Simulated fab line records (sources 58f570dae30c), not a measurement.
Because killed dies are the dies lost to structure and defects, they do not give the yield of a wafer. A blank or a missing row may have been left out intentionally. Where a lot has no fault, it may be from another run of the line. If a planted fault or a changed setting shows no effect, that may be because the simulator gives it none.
fab line records / flow berkeleyCmos170
[record] lots = 14 wafers = 42 lastDay = 11
route steps=331 shown GATE@127
lots with no fault: from the same line, run without faults
startH: start of the lot's first displayed wafer, in hours after the record's first day / waitH: hours elapsed since this lot's preceding step / " repeats the value in the row above / L1.1+2: a row that stands for several wafers / - no value present, or no start provided / * or withheld: withheld / < > ~ a bound
route shown NAME@n: names a module that has steps shown in the file, with the first one's number in the route / usual: the fault-free wafers' mean and standard deviation / same: alike in all rows / chamber/n: place in a boat / sites: each site's reading / _std_site: standard deviation across them / _edge_site: the outer-site mean with the inner-site mean subtracted / radiusMm: for every site, how far away it sits from the centre of the wafer / mask NAME#n: copy n / behind: the tool/chamber that last shaped the wafer / hold: cause of the lot's hold/its duration in hours/its outcome / device: names the non-switching transistor (n, p or np) / end of line: the route-end tests of the same wafers / a step without rows: its recipe alone / killed: count of dies lost to structure and defects at first sort (not the wafer's yield) / map: per-die view of a wafer (x killed, . not killed, _ where there is no die)
set.NAME: the setting as run; set.NAME@STEP: as run at that earlier step / model.NAME: the simulator's own value behind a step, which no gauge read
one table for each step of the route and one row for each wafer, over a sample of lots
services: a tool's chamber out of use, with start hour (startH, from the record's first day; less than 0 if before it), hours out, and reason
[[steps]]
[step UCB170_GATE_OXIDATION_01]
[recipe] tempC = 850 ambient = O2 targetThkA = 66 oxTimeS = 1800
[usual] oxTempC = 850.1/0.38 oxTimeS = 1800/0
lot.wafer=L859.2 tool=furnace-03 chamber=0 startH=105.30 waitH=4.6 oxTempC=850.4 oxTimeS=1800
lot.wafer=L859.3 tool=furnace-03 chamber=0 startH=105.30 waitH=4.6 oxTempC=849.5 oxTimeS=1800
lot.wafer=L859.6 tool=furnace-03 chamber=0 startH=105.30 waitH=4.6 oxTempC=849.6 oxTimeS=1800
lot.wafer=L861.1 tool=furnace-01 chamber=0 startH=119.53 waitH=2.3 oxTempC=849.9 oxTimeS=1800
lot.wafer=L861.4 tool=furnace-01 chamber=0 startH=119.53 waitH=2.3 oxTempC=849.9 oxTimeS=1800
lot.wafer=L861.6 tool=furnace-01 chamber=0 startH=119.53 waitH=2.3 oxTempC=850.5 oxTimeS=1800
lot.wafer=L862.3 tool=furnace-03 chamber=0 startH=125.30 waitH=2.7 oxTempC=850.4 oxTimeS=1800
lot.wafer=L862.5 tool=furnace-03 chamber=0 startH=125.30 waitH=2.7 oxTempC=849.6 oxTimeS=1800
lot.wafer=L862.6 tool=furnace-03 chamber=0 startH=125.30 waitH=2.7 oxTempC=850.1 oxTimeS=1800
lot.wafer=L863.1 tool=furnace-03 chamber=0 startH=133.88 waitH=3.8 oxTempC=849.9 oxTimeS=1800
lot.wafer=L863.4 tool=furnace-03 chamber=0 startH=133.88 waitH=3.8 oxTempC=850.0 oxTimeS=1800
lot.wafer=L863.5 tool=furnace-03 chamber=0 startH=133.88 waitH=3.8 oxTempC=849.8 oxTimeS=1800
lot.wafer=L864.1 tool=furnace-03 chamber=0 startH=133.88 waitH=3.5 oxTempC=851.0 oxTimeS=1800
lot.wafer=L864.2 tool=furnace-03 chamber=0 startH=133.88 waitH=3.5 oxTempC=850.2 oxTimeS=1800
lot.wafer=L864.5 tool=furnace-03 chamber=0 startH=133.88 waitH=3.5 oxTempC=850.4 oxTimeS=1800
lot.wafer=L865.1 tool=furnace-03 chamber=0 startH=144.83 waitH=3.7 oxTempC=850.4 oxTimeS=1800
lot.wafer=L865.3 tool=furnace-03 chamber=0 startH=144.83 waitH=3.7 oxTempC=849.8 oxTimeS=1800
lot.wafer=L865.4 tool=furnace-03 chamber=0 startH=144.83 waitH=3.7 oxTempC=850.2 oxTimeS=1800
lot.wafer=L866.3 tool=furnace-03 chamber=0 startH=144.83 waitH=3.6 oxTempC=850.5 oxTimeS=1800
lot.wafer=L866.4 tool=furnace-03 chamber=0 startH=144.83 waitH=3.6 oxTempC=850.1 oxTimeS=1800
lot.wafer=L866.5 tool=furnace-03 chamber=0 startH=144.83 waitH=3.6 oxTempC=850.9 oxTimeS=1800
lot.wafer=L867.1 tool=furnace-04 chamber=0 startH=151.10 waitH=1.6 oxTempC=850.0 oxTimeS=1800
lot.wafer=L867.3 tool=furnace-04 chamber=0 startH=151.10 waitH=1.6 oxTempC=850.5 oxTimeS=1800
lot.wafer=L867.4 tool=furnace-04 chamber=0 startH=151.10 waitH=1.6 oxTempC=850.1 oxTimeS=1800
lot.wafer=L868.4 tool=furnace-03 chamber=0 startH=155.53 waitH=0.6 oxTempC=850.1 oxTimeS=2700
lot.wafer=L868.5 tool=furnace-03 chamber=0 startH=155.53 waitH=0.6 oxTempC=849.8 oxTimeS=2700
lot.wafer=L868.6 tool=furnace-03 chamber=0 startH=155.53 waitH=0.6 oxTempC=850.1 oxTimeS=2700
lot.wafer=L869.1 tool=furnace-03 chamber=0 startH=155.53 waitH=0.8 oxTempC=849.9 oxTimeS=2700
lot.wafer=L869.3 tool=furnace-03 chamber=0 startH=155.53 waitH=0.8 oxTempC=850.1 oxTimeS=2700
lot.wafer=L869.4 tool=furnace-03 chamber=0 startH=155.53 waitH=0.8 oxTempC=850.0 oxTimeS=2700
lot.wafer=L871.2 tool=furnace-04 chamber=0 startH=170.45 waitH=1.0 oxTempC=850.0 oxTimeS=1800
lot.wafer=L871.4 tool=furnace-04 chamber=0 startH=170.45 waitH=1.0 oxTempC=849.5 oxTimeS=1800
lot.wafer=L871.5 tool=furnace-04 chamber=0 startH=170.45 waitH=1.0 oxTempC=849.6 oxTimeS=1800
lot.wafer=L873.1 tool=furnace-01 chamber=0 startH=181.24 waitH=2.0 oxTempC=850.4 oxTimeS=1800
lot.wafer=L873.3 tool=furnace-01 chamber=0 startH=181.24 waitH=2.0 oxTempC=850.2 oxTimeS=1800
lot.wafer=L873.6 tool=furnace-01 chamber=0 startH=181.24 waitH=2.0 oxTempC=850.9 oxTimeS=1800
lot.wafer=L877.3 tool=furnace-01 chamber=0 startH=205.35 waitH=2.8 oxTempC=849.8 oxTimeS=1800
lot.wafer=L877.4 tool=furnace-01 chamber=0 startH=205.35 waitH=2.8 oxTempC=849.7 oxTimeS=1800
lot.wafer=L877.6 tool=furnace-01 chamber=0 startH=205.35 waitH=2.8 oxTempC=850.7 oxTimeS=1800
lot.wafer=L878.1 tool=furnace-01 chamber=0 startH=205.35 waitH=2.1 oxTempC=850.6 oxTimeS=1800
lot.wafer=L878.4 tool=furnace-01 chamber=0 startH=205.35 waitH=2.1 oxTempC=850.0 oxTimeS=1800
lot.wafer=L878.6 tool=furnace-01 chamber=0 startH=205.35 waitH=2.1 oxTempC=849.8 oxTimeS=1800
[step UCB170_GATE_THK_MEAS_02]
[recipe] reads = SiO2_of_GATE_OXIDATION_01
[usual] GATE_OXIDE_THK = 6.63/0.12
lot.wafer=L859.2 tool=filmMetro-01 chamber=- startH=106.81 waitH=0.0 GATE_OXIDE_THK[nm]=6.70
lot.wafer=L859.3 tool=filmMetro-01 chamber=- startH=106.81 waitH=0.0 GATE_OXIDE_THK[nm]=6.54
lot.wafer=L859.6 tool=filmMetro-01 chamber=- startH=106.81 waitH=0.0 GATE_OXIDE_THK[nm]=6.70
lot.wafer=L861.1 tool=filmMetro-02 chamber=- startH=121.03 waitH=0.0 GATE_OXIDE_THK[nm]=6.63
lot.wafer=L861.4 tool=filmMetro-02 chamber=- startH=121.03 waitH=0.0 GATE_OXIDE_THK[nm]=6.65
lot.wafer=L861.6 tool=filmMetro-02 chamber=- startH=121.03 waitH=0.0 GATE_OXIDE_THK[nm]=6.64
lot.wafer=L862.3 tool=filmMetro-01 chamber=- startH=126.82 waitH=0.0 GATE_OXIDE_THK[nm]=6.62
lot.wafer=L862.5 tool=filmMetro-01 chamber=- startH=126.82 waitH=0.0 GATE_OXIDE_THK[nm]=6.58
lot.wafer=L862.6 tool=filmMetro-01 chamber=- startH=126.82 waitH=0.0 GATE_OXIDE_THK[nm]=6.68
lot.wafer=L863.1 tool=filmMetro-02 chamber=- startH=135.38 waitH=0.0 GATE_OXIDE_THK[nm]=6.55
lot.wafer=L863.4 tool=filmMetro-02 chamber=- startH=135.38 waitH=0.0 GATE_OXIDE_THK[nm]=6.62
lot.wafer=L863.5 tool=filmMetro-02 chamber=- startH=135.38 waitH=0.0 GATE_OXIDE_THK[nm]=6.57
lot.wafer=L864.1 tool=filmMetro-04 chamber=- startH=135.38 waitH=0.0 GATE_OXIDE_THK[nm]=6.50
lot.wafer=L864.2 tool=filmMetro-04 chamber=- startH=135.38 waitH=0.0 GATE_OXIDE_THK[nm]=6.58
lot.wafer=L864.5 tool=filmMetro-04 chamber=- startH=135.38 waitH=0.0 GATE_OXIDE_THK[nm]=6.57
lot.wafer=L865.1 tool=filmMetro-02 chamber=- startH=146.33 waitH=0.0 GATE_OXIDE_THK[nm]=6.77
lot.wafer=L865.3 tool=filmMetro-02 chamber=- startH=146.33 waitH=0.0 GATE_OXIDE_THK[nm]=6.76
lot.wafer=L865.4 tool=filmMetro-02 chamber=- startH=146.33 waitH=0.0 GATE_OXIDE_THK[nm]=6.68
lot.wafer=L866.3 tool=filmMetro-01 chamber=- startH=146.35 waitH=0.0 GATE_OXIDE_THK[nm]=6.62
lot.wafer=L866.4 tool=filmMetro-01 chamber=- startH=146.35 waitH=0.0 GATE_OXIDE_THK[nm]=6.65
lot.wafer=L866.5 tool=filmMetro-01 chamber=- startH=146.35 waitH=0.0 GATE_OXIDE_THK[nm]=6.60
lot.wafer=L867.1 tool=filmMetro-04 chamber=- startH=152.60 waitH=0.0 GATE_OXIDE_THK[nm]=6.52
lot.wafer=L867.3 tool=filmMetro-04 chamber=- startH=152.60 waitH=0.0 GATE_OXIDE_THK[nm]=6.52
lot.wafer=L867.4 tool=filmMetro-04 chamber=- startH=152.60 waitH=0.0 GATE_OXIDE_THK[nm]=6.46
lot.wafer=L869.1 tool=filmMetro-01 chamber=- startH=157.03 waitH=0.0 GATE_OXIDE_THK[nm]=8.77
lot.wafer=L869.3 tool=filmMetro-01 chamber=- startH=157.03 waitH=0.0 GATE_OXIDE_THK[nm]=8.95
lot.wafer=L869.4 tool=filmMetro-01 chamber=- startH=157.03 waitH=0.0 GATE_OXIDE_THK[nm]=8.83
lot.wafer=L868.4 tool=filmMetro-04 chamber=- startH=157.06 waitH=0.0 GATE_OXIDE_THK[nm]=8.77
lot.wafer=L868.5 tool=filmMetro-04 chamber=- startH=157.06 waitH=0.0 GATE_OXIDE_THK[nm]=8.88
lot.wafer=L868.6 tool=filmMetro-04 chamber=- startH=157.06 waitH=0.0 GATE_OXIDE_THK[nm]=8.74
lot.wafer=L871.2 tool=filmMetro-01 chamber=- startH=171.96 waitH=0.0 GATE_OXIDE_THK[nm]=6.70
lot.wafer=L871.4 tool=filmMetro-01 chamber=- startH=171.96 waitH=0.0 GATE_OXIDE_THK[nm]=6.63
lot.wafer=L871.5 tool=filmMetro-01 chamber=- startH=171.96 waitH=0.0 GATE_OXIDE_THK[nm]=6.70
lot.wafer=L873.1 tool=filmMetro-01 chamber=- startH=182.74 waitH=0.0 GATE_OXIDE_THK[nm]=6.52
lot.wafer=L873.3 tool=filmMetro-01 chamber=- startH=182.74 waitH=0.0 GATE_OXIDE_THK[nm]=6.42
lot.wafer=L873.6 tool=filmMetro-01 chamber=- startH=182.74 waitH=0.0 GATE_OXIDE_THK[nm]=6.56
lot.wafer=L878.1 tool=filmMetro-01 chamber=- startH=206.85 waitH=0.0 GATE_OXIDE_THK[nm]=6.87
lot.wafer=L878.4 tool=filmMetro-01 chamber=- startH=206.85 waitH=0.0 GATE_OXIDE_THK[nm]=6.95
lot.wafer=L878.6 tool=filmMetro-01 chamber=- startH=206.85 waitH=0.0 GATE_OXIDE_THK[nm]=6.84
lot.wafer=L877.3 tool=filmMetro-02 chamber=- startH=206.87 waitH=0.0 GATE_OXIDE_THK[nm]=6.53
lot.wafer=L877.4 tool=filmMetro-02 chamber=- startH=206.87 waitH=0.0 GATE_OXIDE_THK[nm]=6.67
lot.wafer=L877.6 tool=filmMetro-02 chamber=- startH=206.87 waitH=0.0 GATE_OXIDE_THK[nm]=6.60
[[services]]
tool=furnace-01 chamber=- startH=157.32 hours=2.9 kind=pm
tool=furnace-03 chamber=- startH=177.21 hours=3.4 kind=pm
tool=furnace-04 chamber=- startH=191.66 hours=3.7 kind=pm
tool=furnace-04 chamber=- startH=198.23 hours=2.1 kind=repair
tool=furnace-04 chamber=- startH=203.03 hours=3.4 kind=pm
[[key]]
[firstSign] step = UCB170_GATE_OXIDATION_01 reading = oxTimeS direction = up sigmas = 99+ usual = * struck = *
[effect] step = UCB170_GATE_THK_MEAS_02 reading = GATE_OXIDE_THK direction = up sigmas = 19 usual = 6.63 struck = 8.82
metAt UCB170_GATE_OXIDATION_01
struckLots L868,L869
testerLeftOut L868,L869
onsetBetween 144.83 155.53
[fault] kind = processParameterDrift tool = furnace-03 chamber = - onsetH = 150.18 steps = UCB170_GATE_OXIDATION_01 channel = oxTimeS offset = * shape = step endH = 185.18 actsIn = * stated = *
// testerLeftOut: of these lots the tester's yield and bins aren't shown, on N5 and GAA mostly nor the transistor test; their killed dies are dies lost to structure and defects alone, not to doping, threshold or leakage, so they don't give the yield
